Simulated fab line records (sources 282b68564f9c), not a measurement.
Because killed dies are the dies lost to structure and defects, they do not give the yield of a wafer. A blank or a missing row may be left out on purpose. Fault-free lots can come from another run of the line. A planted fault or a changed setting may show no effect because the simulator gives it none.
Tool commonality check ; flow ritCmos ; 15 lots and 45 wafers in the sample

## REASON FOR OPENING
At RIT_REOX_THK_MEAS_04 the reading REOX_OXIDE_THK is flagged on 3 of 15 lots. No-fault wafers: 25.0 nm, standard deviation 0.51.
Rule: flag the lot when none of its wafers has a number, or when each of its wafers that has one lies beyond 4 standard deviations from that mean. The other lots count as sound.

lot;measured;on;REOX_OXIDE_THK (nm), wafer by wafer;flag
L100;day 2 17:53;filmMetro-04;25.2 25.1 24.8;
L101;day 2 22:18;filmMetro-04;24.6 24.4 24.6;
L102;day 3 02:36;filmMetro-02;25.3 24.9 25.2;
L103;day 3 07:02;filmMetro-02;25.0 24.9 25.4;
L104;day 3 13:22;filmMetro-04;25.2 25.0 24.5;
L106;day 3 22:35;filmMetro-02;24.9 24.9 24.9;
L108;day 4 09:10;filmMetro-03;25.0 25.4 25.3;
L109;day 4 14:24;filmMetro-02;25.0 25.1 24.8;
L110;day 4 22:31;filmMetro-04;39.2 39.9 39.7;FLAGGED
L111;day 4 23:42;filmMetro-04;25.9 26.2 25.7;
L112;day 5 04:26;filmMetro-03;26.1 25.9 25.5;
L113;day 5 12:54;filmMetro-03;39.9 39.6 40.3;FLAGGED
L114;day 5 18:31;filmMetro-02;41.2 40.9 41.3;FLAGGED
L118;day 6 10:02;filmMetro-02;23.9 23.7 23.7;
L123;day 7 11:22;filmMetro-03;25.0 24.8 24.8;
The numbers of the flagged lots are 40.2 nm on average: +15.2 nm against the usual, or +30 standard deviations.

## WHICH TOOL EACH LOT WENT THROUGH
Before the reading, the record contains 2 process steps out of a 202-step route. Cell contents, in order: the tool; ch with the chambers the sampled wafers went through; the start.
lot;flag;RIT_NRETRO_STRIP_09;RIT_REOX_OXIDATION_03
L100;;plasmaAsher-02 ch 0,1, day 2 07:10;furnace-04 ch 0, day 2 15:20
L101;;plasmaAsher-02 ch 0,1, day 2 11:59;furnace-03 ch 0, day 2 19:44
L102;;plasmaAsher-02 ch 0, day 2 16:28;furnace-03 ch 0, day 3 00:03
L103;;plasmaAsher-02 ch 0,1, day 2 20:58;furnace-01 ch 0, day 3 04:28
L104;;plasmaAsher-02 ch 0,1, day 3 02:50;furnace-03 ch 0, day 3 10:49
L106;;plasmaAsher-04 ch 0,1, day 3 11:49;furnace-01 ch 0, day 3 20:01
L108;;plasmaAsher-02 ch 0,1, day 3 21:21;furnace-03 ch 0, day 4 06:36
L109;;plasmaAsher-03 ch 0,1, day 4 04:11;furnace-04 ch 0, day 4 11:51
L110;FLAGGED;plasmaAsher-02 ch 1, day 4 07:38;furnace-04 ch 0, day 4 17:08
L111;;plasmaAsher-03 ch 0,1, day 4 13:43;furnace-01 ch 0, day 4 21:08
L112;;plasmaAsher-03 ch 0,1, day 4 18:02;furnace-01 ch 0, day 5 01:52
L113;FLAGGED;plasmaAsher-03 ch 0, day 4 22:20;furnace-04 ch 0, day 5 07:37
L114;FLAGGED;plasmaAsher-03 ch 0,1, day 5 03:23;furnace-03 ch 0, day 5 12:20 and furnace-01 ch 0, day 5 15:57
L118;;plasmaAsher-04 ch 0,1, day 5 23:19;furnace-04 ch 0, day 6 07:29
L123;;plasmaAsher-04 ch 0,1, day 7 00:34;furnace-01 ch 0, day 7 08:49
What the steps here do:
- RIT_NRETRO_STRIP_09: strips in O2, time 180 s.
- RIT_REOX_OXIDATION_03: target thk 25.2 nm, ox time 5580 s.
- RIT_REOX_THK_MEAS_04

## FLAGGED OVER TOTAL, TOOL BY TOOL (the gauges that took the reading come last)
step;tool;lots run;flagged;share of the flagged lots;sound lots run after its first flagged lot
RIT_NRETRO_STRIP_09;plasmaAsher-02;7;1;some;0
RIT_NRETRO_STRIP_09;plasmaAsher-03;5;2;some;0
RIT_NRETRO_STRIP_09;plasmaAsher-04;3;0;none;-
RIT_REOX_OXIDATION_03;furnace-01;6;1;some;1 (L123)
RIT_REOX_OXIDATION_03;furnace-03;5;1;some;0
RIT_REOX_OXIDATION_03;furnace-04;5;2;some;1 (L118)
RIT_REOX_THK_MEAS_04;filmMetro-02;6;1;some;1 (L118)
RIT_REOX_THK_MEAS_04;filmMetro-03;4;1;some;1 (L123)
RIT_REOX_THK_MEAS_04;filmMetro-04;5;1;some;1 (L111)

## WHAT THE TABLE PERMITS
No row of the table ran every flagged lot.

## WHAT THE SIMULATOR HAD INSERTED
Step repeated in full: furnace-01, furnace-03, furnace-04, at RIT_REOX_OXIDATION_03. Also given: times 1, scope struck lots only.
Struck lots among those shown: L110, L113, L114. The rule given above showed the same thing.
